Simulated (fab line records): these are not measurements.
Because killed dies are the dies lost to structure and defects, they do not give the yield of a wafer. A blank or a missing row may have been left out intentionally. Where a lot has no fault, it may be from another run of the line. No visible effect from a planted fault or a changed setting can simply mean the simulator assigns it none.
The tool behind it: which one? -- flow rit_cmos -- 14 lots with 42 wafers sampled at 2 steps, on a route of 202 steps

== WHAT THE GAUGES READ, wafer by wafer ==
RIT_WELLDRIVE_RS_MEAS_02: a four-point-probe measurement.
lot,measured,on,PWELL_RS (ohm/sq)
L242,day 2 04:31,film_metro-02,430.8 431.3 429.9
L243,day 2 09:31,film_metro-04,430.9 429.1 430.4
L244,day 2 13:35,film_metro-04,429.1 429.0 429.1
L245,day 2 19:08,film_metro-01,430.3 430.9 431.5
L246,day 3 00:57,film_metro-01,431.9 430.9 429.9
L247,day 3 07:14,film_metro-01,429.7 428.3 427.9
L248,day 3 11:46,film_metro-04,430.4 429.2 429.3
L249,day 3 16:40,film_metro-04,430.6 427.5 428.6
L250,day 3 20:53,film_metro-04,430.0 429.1 429.4
L251,day 4 03:12,film_metro-02,428.3 430.0 429.5
L261,day 6 03:34,film_metro-02,429.1 429.0 430.5
L263,day 6 12:55,film_metro-01,429.0 428.5 428.4
L264,day 6 18:59,film_metro-04,431.8 431.6 431.9
L265,day 6 23:20,film_metro-04,430.2 430.8 430.8

== WHAT TOOL EACH LOT RAN ON (gives the tool, then ch and the chambers of the sampled wafers, and finally the start) ==
lot,RIT_ACTIVE_STRIP_14
L242,"plasma_asher-03 ch 0,1, day 1 15:01"
L243,"plasma_asher-03 ch 0,1, day 1 19:50"
L244,"plasma_asher-01 ch 0,1, day 2 00:54"
L245,"plasma_asher-03 ch 0,1, day 2 05:58"
L246,"plasma_asher-03 ch 0,1, day 2 10:50"
L247,"plasma_asher-01 ch 0,1, day 2 16:56"
L248,"plasma_asher-01 ch 0,1, day 2 22:07"
L249,"plasma_asher-03 ch 0,1, day 3 03:01"
L250,"plasma_asher-01 ch 0,1, day 3 06:54"
L251,"plasma_asher-01 ch 0,1, day 3 11:50"
L261,"plasma_asher-03 ch 0,1, day 5 13:54"
L263,"plasma_asher-02 ch 0,1, day 5 23:53"
L264,"plasma_asher-02 ch 0,1, day 6 05:04"
L265,"plasma_asher-03 ch 0,1, day 6 09:58"
- RIT_ACTIVE_STRIP_14: strips in O2, time 180 s.

== AS READ BY THE TOOLS THEMSELVES (means over the sampled wafers that have a number; for cases with no such wafer, the mark the record gives instead) ==
RIT_ACTIVE_STRIP_14.
lot,tool,drypump_motor_current_A (A),rf_refl_power_W (W)
L242,plasma_asher-03,6.14,6.6
L243,plasma_asher-03,6.17,6.5
L244,plasma_asher-01,6.08,7.5
L245,plasma_asher-03,6.02,6.7
L246,plasma_asher-03,6.15,6.5
L247,plasma_asher-01,6.00,7.4
L248,plasma_asher-01,6.09,8.1
L249,plasma_asher-03,6.14,6.6
L250,plasma_asher-01,5.99,6.9
L251,plasma_asher-01,6.00,7.3
L261,plasma_asher-03,6.15,6.6
L263,plasma_asher-02,5.84,6.1
L264,plasma_asher-02,5.80,6.1
L265,plasma_asher-03,6.03,6.8

== THE ANSWER, worked out from the rows above alone ==
Rule: the usual values come from the lots themselves. The widest of any qualifying gaps counts: lots, ordered by their means at a reading, are off when they make up no more than a third of the lots, leave a main group of 4 or more, and stand apart from it by 3 or more times the standard deviation of that group's means. A main group whose means are all the same, to the digits that the tables above print for the reading, isn't used. A lot without any number at a reading at which 4 lots or more have one is off too. Any other lot the step has rows for is counted as sound. After the gauges, taken in route order, come the tools' own readings; for these a lot's mean is taken, as printed above. The first step at which some lot is off is used, and at that step the reading that is off furthest; a lot without a number counts as furthest.
Across all readings shown, no lot is off: no conclusion can be drawn from this.

== WHAT THE SIMULATOR HAD INSERTED ==
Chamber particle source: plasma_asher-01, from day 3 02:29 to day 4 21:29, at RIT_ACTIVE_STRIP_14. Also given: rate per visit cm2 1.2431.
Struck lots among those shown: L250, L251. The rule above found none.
